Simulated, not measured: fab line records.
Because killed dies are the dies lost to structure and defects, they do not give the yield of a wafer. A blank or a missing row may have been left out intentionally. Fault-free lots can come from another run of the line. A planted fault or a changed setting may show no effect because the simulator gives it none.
fab line records    flow berkeley-cmos170
[record] lots = 14  wafers = 42  last-day = 12
route steps=331 shown PWELL@44
lots untouched by any fault: they come from a run of this same line in which no faults occurred
start-h: hours from the record's first day to the start of the lot's first wafer shown    wait-h: time in hours since the lot's previous step    " repeats the value in the row above    L1.1+2: several wafers, shown together as one row    - value missing, or start not given    * or withheld: withheld    < > ~ a bound
route shown NAME@n: a module of which the file shows steps, and the number in the route of the first    usual: mean/standard deviation taken from wafers without a fault    same: alike in all rows    chamber/n: place in a boat    sites: each site's reading    _std_site: their standard deviation    _edge_site: inner sites' mean taken away from outer sites' mean    radius-mm: how far each site lies from the wafer's centre    mask NAME#n: copy n    behind: the tool/chamber that last shaped the wafer    hold: the reason the lot was held/the length of the hold in hours/how it ended    device: whichever transistor did not switch (one of n, p or np)    end of line: at the end of the route, the tests of the same wafers    for a step that has no rows: nothing shown but its recipe    killed: count of dies lost to structure and defects at first sort (not the wafer's yield)    map: the dies of a wafer, with x for killed, . for not killed, _ for no die there
set.NAME: setting as actually run; set.NAME@STEP: the setting as run at that earlier step    model.NAME: the simulator's own value behind a step, which no gauge read
one table for each step of the route and one row for each wafer, over a sample of lots
services: a tool's chamber out of use, with start hour (start-h, from the record's first day; less than 0 if before it), hours out, and reason
[[steps]]
[step UCB170_PWELL_EXPOSE_10]
[recipe] mask-id = PWELL  target-cd-nm = 3000  na = 0.5  sigma-outer = 0.6  source-shape = conventional  dose-mj = 19
[usual] exposure-dose-mJ-cm2 = 19.003/0.018  focus-offset-nm = -0.2/0.57
lot.wafer  tool            chamber  start-h  wait-h  mask     exposure-dose-mJ-cm2  focus-offset-nm
L989.1     krf-scanner-01  0        55.96    0.1     PWELL#0  18.988                0.2
L989.2     "               0        "        "       PWELL#0  18.962                0.9
L989.4     "               0        "        "       PWELL#0  19.016                0.7
L988.1     krf-scanner-02  0        56.20    0.4     PWELL#0  19.015                0.1
L988.3     "               0        "        "       PWELL#0  19.031                -0.4
L988.5     "               0        "        "       PWELL#0  19.016                0.5
L990.4     krf-scanner-01  0        59.77    0.3     PWELL#0  19.024                0.3
L990.5     "               0        "        "       PWELL#0  18.996                -0.5
L990.6     "               0        "        "       PWELL#0  19.010                -0.5
L999.1     krf-scanner-02  -        113.65   0.1     PWELL#0  -                     -
L999.2     "               -        "        "       PWELL#0  -                     -
L999.4     "               -        "        "       PWELL#0  -                     -
L102.1     krf-scanner-01  -        122.08   0.1     PWELL#0  -                     -
L102.2     "               -        "        "       PWELL#0  -                     -
L102.3     "               -        "        "       PWELL#0  -                     -
L103.1     krf-scanner-01  0        129.12   0.1     PWELL#0  19.009                0.3
L103.2     "               0        "        "       PWELL#0  18.978                0.3
L103.6     "               0        "        "       PWELL#0  19.007                0.0
L104.3     krf-scanner-02  0        129.45   0.2     PWELL#0  19.000                -0.4
L104.5     "               0        "        "       PWELL#0  19.001                -0.5
L104.6     "               0        "        "       PWELL#0  18.993                -0.4
L105.1     krf-scanner-01  0        133.90   0.2     PWELL#0  18.984                0.5
L105.2     "               0        "        "       PWELL#0  19.014                0.8
L105.5     "               0        "        "       PWELL#0  19.040                0.3
L107.2     krf-scanner-01  0        136.17   0.1     PWELL#0  19.001                -0.2
L107.3     "               0        "        "       PWELL#0  18.988                -0.6
L107.4     "               0        "        "       PWELL#0  18.994                0.3
L106.1     krf-scanner-02  0        136.39   0.3     PWELL#0  19.019                0.1
L106.4     "               0        "        "       PWELL#0  18.991                0.1
L106.5     "               0        "        "       PWELL#0  18.988                0.3
L109.4     krf-scanner-01  0        151.39   0.2     PWELL#0  19.015                -1.1
L109.5     "               0        "        "       PWELL#0  18.985                -0.8
L109.6     "               0        "        "       PWELL#0  19.015                -0.6
L108.1     krf-scanner-01  0        151.65   0.1     PWELL#0  19.000                0.1
L108.3     "               0        "        "       PWELL#0  18.998                -0.4
L108.6     "               0        "        "       PWELL#0  19.013                -0.2
L110.2     krf-scanner-01  0        156.98   0.1     PWELL#0  18.980                0.1
L110.5     "               0        "        "       PWELL#0  18.988                -0.6
L110.6     "               0        "        "       PWELL#0  18.988                -0.8
L111.1     krf-scanner-02  0        163.08   0.1     PWELL#0  19.004                -0.4
L111.2     "               0        "        "       PWELL#0  18.982                0.0
L111.5     "               0        "        "       PWELL#0  18.968                0.0
[[services]]
tool            chamber  start-h  hours  kind
krf-scanner-02  0        38.34    -      calibration
krf-scanner-01  -        41.69    4.0    repair
krf-scanner-02  -        65.53    3.6    pm
krf-scanner-01  -        86.85    0.7    repair
krf-scanner-02  -        92.69    0.8    pm
krf-scanner-02  -        93.86    1.0    pm
krf-scanner-01  -        101.55   1.0    pm
krf-scanner-02  -        110.59   0.3    repair
krf-scanner-01  -        114.10   0.8    pm
krf-scanner-02  -        115.66   1.1    repair
krf-scanner-01  0        118.46   -      calibration
krf-scanner-01  -        124.83   1.3    pm
krf-scanner-02  -        156.34   1.3    pm
[[key]]
[first-sign] step = UCB170_PWELL_EXPOSE_10  reading = tool-record  direction = missing
effect none on later readings
met-at UCB170_PWELL_EXPOSE_10
struck-lots L999,L102
later-rows-left-out L999.1,L999.2,L999.4,L102.1,L102.2,L102.3
sort-left-out L999.1,L999.2,L999.4,L102.1,L102.2,L102.3
tester-left-out L999,L102
onset-between 59.77 113.65
[fault] kind = skipped-step-whole  tool = krf-scanner-01,krf-scanner-02  chamber = -  onset-h = 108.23  steps = UCB170_PWELL_EXPOSE_10  scope = struck-lots-only
// tester-left-out: of these lots the tester's yield and bins aren't shown, on N5 and GAA mostly nor the transistor test; their killed dies are dies lost to structure and defects alone, not to doping, threshold or leakage, so they don't give the yield
// sort-left-out: the simulated sort isn't trusted on such a fault, so these wafers' sort isn't shown, and their yield isn't known
// later-rows-left-out: the simulator's readings of these wafers behind a module that went badly wrong aren't trusted and aren't shown, but for the sort
